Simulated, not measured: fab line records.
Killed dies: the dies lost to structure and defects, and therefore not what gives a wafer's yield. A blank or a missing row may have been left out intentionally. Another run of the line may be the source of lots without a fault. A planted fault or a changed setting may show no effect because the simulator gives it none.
Comparing a struck lot with a sound one ; flow rit-cmos ; 44 steps out of a route of 202
Sound: these wafers, L348.2, L348.5, L348.6. Wafers L362.3, L362.5, L362.6 were the ones struck. At the end, the cause is stated.
At each step with rows: each side's tool, then ch and its chambers, then its first start. Under that, the readings that differ: sound wafers ; struck wafers ; difference of the means ; sigmas: that difference in standard deviations of wafers without a fault.
alike: words and numbers the same on both sides, and readings whose means are apart by under 2 such deviations; not compared: readings that were withheld, readings missing a value for some wafer, numbers with overlapping values and no deviation given by the record, and bounds like >300 which may hide the same value.
Wherever a step has rows on one side only, a row that says differs or no value, or a row with sigmas, the two part there. Numbers that have no deviation but don't overlap get no sigmas and don't part them. A reading missing from all wafers of one side parts the sides only when that side holds two or more wafers.

first, 2 steps without rows for these wafers: RIT_SPACER_CLEAN_02 (cleans in SC2, time 600 s); RIT_SPACER_CVD_03 (deposits Si3N4 from SiH2Cl2/NH3, target thk 250 nm, time 3300 s).
RIT_SPACER_THK_MEAS_04:
  sound: film-metro-02 at day 4 02:26; struck: film-metro-02 at day 6 21:23
  alike: SPACER_NITRIDE_THK
RIT_SPACER_ETCHBACK_05: etches Si3N4 in SF6/CHF3, stops on SiO2, target depth 250 nm, time 240 s.
  sound on rie-diel-04 ch 0,1,3, day 4 02:29; struck on rie-diel-01 ch 1,2,3, day 6 21:25
  alike: chamber-pressure-mTorr, drypump-motor-current-A, oes-product-au, throttle-valve-pct
  not compared: rf-hours-counter-h
then, 6 steps without rows for these wafers: RIT_NSD_HMDS_00 (prime time 60 s); RIT_NSD_COAT_01 (resist thk 1000 nm); RIT_NSD_SOFTBAKE_02 (time 60 s); RIT_NSD_EXPOSE_03 (exposes mask M9, target cd 40700 nm); RIT_NSD_PEB_04; RIT_NSD_DEVELOP_05 (develop time 50 s).
RIT_NSD_OVL_MEAS_06:
  sound: overlay-02 at day 4 03:37; struck: overlay-01 at day 6 22:34
  alike: NSD_OVL
then, 1 step without rows for these wafers: RIT_NSD_HARDBAKE_07 (time 60 s).
RIT_NSD_IMPLANT_08:
  sound on implanter-01 ch 0, day 4 03:49; struck on implanter-01 ch 0, day 6 22:47
reading;sound;struck;difference;sigmas
dose-ions-cm2;1.0021e+15 9.991e+14 1.0012e+15;7.178e+14 7.171e+14 7.181e+14;-2.831e+14;-99 or more
faraday-current-uA;3141 3065 3110;2236 2324 2292;-821;-14
RIT_NSD_STRIP_09: strips in O2, time 180 s.
  sound on plasma-asher-01 ch 0,1, day 4 03:56; struck on plasma-asher-03 ch 0,1, day 6 22:56
  alike: chamber-pressure-mTorr, drypump-motor-current-A
  not compared: rf-hours-counter-h
RIT_NSD_TW_MEAS_10:
  sound: film-metro-02 at day 4 04:07; struck: film-metro-04 at day 6 23:05
reading;sound;struck;difference;sigmas
NSD_TW;3123 3141 3142;2892 2889 2879;-249;-17
then, 6 steps without rows for these wafers: RIT_PSD_HMDS_00 (prime time 60 s); RIT_PSD_COAT_01 (resist thk 1000 nm); RIT_PSD_SOFTBAKE_02 (time 60 s); RIT_PSD_EXPOSE_03 (exposes mask M10, target cd 40900 nm); RIT_PSD_PEB_04; RIT_PSD_DEVELOP_05 (develop time 50 s).
RIT_PSD_OVL_MEAS_06:
  sound: overlay-01 at day 4 05:02; struck: overlay-01 at day 7 00:06
  alike: PSD_OVL
then, 2 steps without rows for these wafers: RIT_PSD_HARDBAKE_07 (time 60 s); RIT_PSD_IMPLANT_08.
RIT_PSD_STRIP_09: strips in O2, time 180 s.
  sound on plasma-asher-02 ch 0,1, day 4 05:22; struck on plasma-asher-02 ch 0,1, day 7 00:29
  alike: chamber-pressure-mTorr, drypump-motor-current-A
  not compared: rf-hours-counter-h
RIT_PSD_TW_MEAS_10:
  sound: film-metro-03 at day 4 05:33; struck: film-metro-02 at day 7 00:37
  alike: PSD_TW
then, 4 steps without rows for these wafers: RIT_SDANNEAL_CLEAN_00 (cleans in SC1, time 600 s); RIT_SDANNEAL_CLEAN_01 (cleans in dHF, time 30 s); RIT_SDANNEAL_CLEAN_02 (cleans in SC2, time 600 s); RIT_SDANNEAL_RTA_03 (time 5 s).
RIT_SDANNEAL_RS_MEAS_04: uses a four-point probe to measure.
  sound: film-metro-03 at day 4 06:02; struck: film-metro-02 at day 7 01:08
  alike: PSD_RS
RIT_SDANNEAL_RS_MEAS_05: uses a four-point probe to measure.
  sound: film-metro-03 at day 4 06:10; struck: film-metro-02 at day 7 01:15
reading;sound;struck;difference;sigmas
NSD_RS (ohm/sq);84.19 84.05 84.06;110.38 109.99 111.06;+26.38;+91
RIT_SDANNEAL_RS_MEAS_06: uses a four-point probe to measure.
  sound: film-metro-03 at day 4 06:17; struck: film-metro-02 at day 7 01:22
reading;sound;struck;difference;sigmas
PLDD_RS (ohm/sq);177.6 177.9 177.3;178.3 178.8 178.9;+1.1;+2
RIT_SDANNEAL_RS_MEAS_07: uses a four-point probe to measure.
  sound: film-metro-03 at day 4 06:24; struck: film-metro-02 at day 7 01:29
  alike: NLDD_RS
then, 2 steps without rows for these wafers: RIT_SILICIDE_WET_ETCH_00 (etches SiO2 in BOE, target depth 14 nm, time 15 s); RIT_SILICIDE_SPUTTER_01 (material Ti, target thk 30 nm, time 240 s).
RIT_SILICIDE_RS_MEAS_02: uses a four-point probe to measure.
  sound: film-metro-04 at day 4 06:41; struck: film-metro-04 at day 7 01:46
  alike: SILICIDE_TI_RS
RIT_SILICIDE_THK_MEAS_03: measures by xrf.
  sound: film-metro-04 at day 4 06:47; struck: film-metro-04 at day 7 01:52
  alike: SILICIDE_TI_THK
RIT_SILICIDE_RTA_04: time 10 s, ramp up 5 s, ramp down 5 s.
  sound on rtp-anneal-02 ch 0, day 4 06:51; struck on rtp-anneal-02 ch 0, day 7 01:56
  alike: wafer_temp_C_max
then, 2 steps without rows for these wafers: RIT_SILICIDE_WET_ETCH_05 (etches Ti in SPM, time 120 s); RIT_SILICIDE_RTA_06 (time 10 s, ramp up 5 s, ramp down 10 s).
RIT_CONTACT_CVD_00: deposits SiO2 from TEOS, target thk 400 nm, time 61 s.
  sound on pecvd-02 ch 0,1,2, day 4 07:01; struck on pecvd-03 ch 0,1,2, day 7 02:05
  alike: heater-power-w
RIT_CONTACT_ETCH_11: etches SiO2 in CHF3/CF4/Ar, stops on TiSi2, target depth 480 nm, time 320 s.
  sound on rie-diel-02 ch 0,2,3, day 4 08:32; struck on rie-diel-01 ch 2,3, day 7 03:35
reading;sound;struck;difference;sigmas
model.CONTACT.cd-nm (nm);999.6 999.5 998.5;978.2 976.9 976.4;-22.0;
  alike: chamber-pressure-mTorr, drypump-motor-current-A, oes-product-au, throttle-valve-pct
  not compared: rf-hours-counter-h
RIT_M1_PROBE_99:
  sound: prober-02 at day 4 13:26; struck: prober-02 at day 7 08:34
reading;sound;struck;difference;sigmas
killed_at_M0_to_M3;0 0 1;0 0 0;+0;-2
model.etest.nmos_0p3.r-on-ohm-um;2214 2225 2204;2263 2269 2260;+50;
model.etest.contact-nplus.end-ohm-um;41.76 43.5 42.55;67.82 69.5 69.06;+26.19;
model.etest.nmos-narrow.drive-ua-um;220.2 222.4 217.5;216.7 216.1 216.9;-3.5;
model.etest.contact-to-gate.bv-left-v (V);93.35 88.47 90.61;95.3 97.12 98.78;+6.3;
model.etest.contact-to-gate.bv-right-v (V);88.29 94.29 90.15;95.98 95.53 96.67;+5.15;
  alike: killed-at-contacts, killed-at-front-end, killed-dies, killed-open, killed-short
  not compared: model.etest.nmos_0p15.r-on-ohm-um, model.etest.nmos_0p15.drive-ua-um, model.etest.nmos_0p3.drive-ua-um

WHERE THEY PART
Earliest at RIT_NSD_IMPLANT_08; latest, in this record, at RIT_M1_PROBE_99.

WHY: what had been put in by the simulator
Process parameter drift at RIT_NSD_IMPLANT_08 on implanter-01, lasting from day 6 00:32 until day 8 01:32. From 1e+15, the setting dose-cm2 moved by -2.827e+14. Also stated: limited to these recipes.
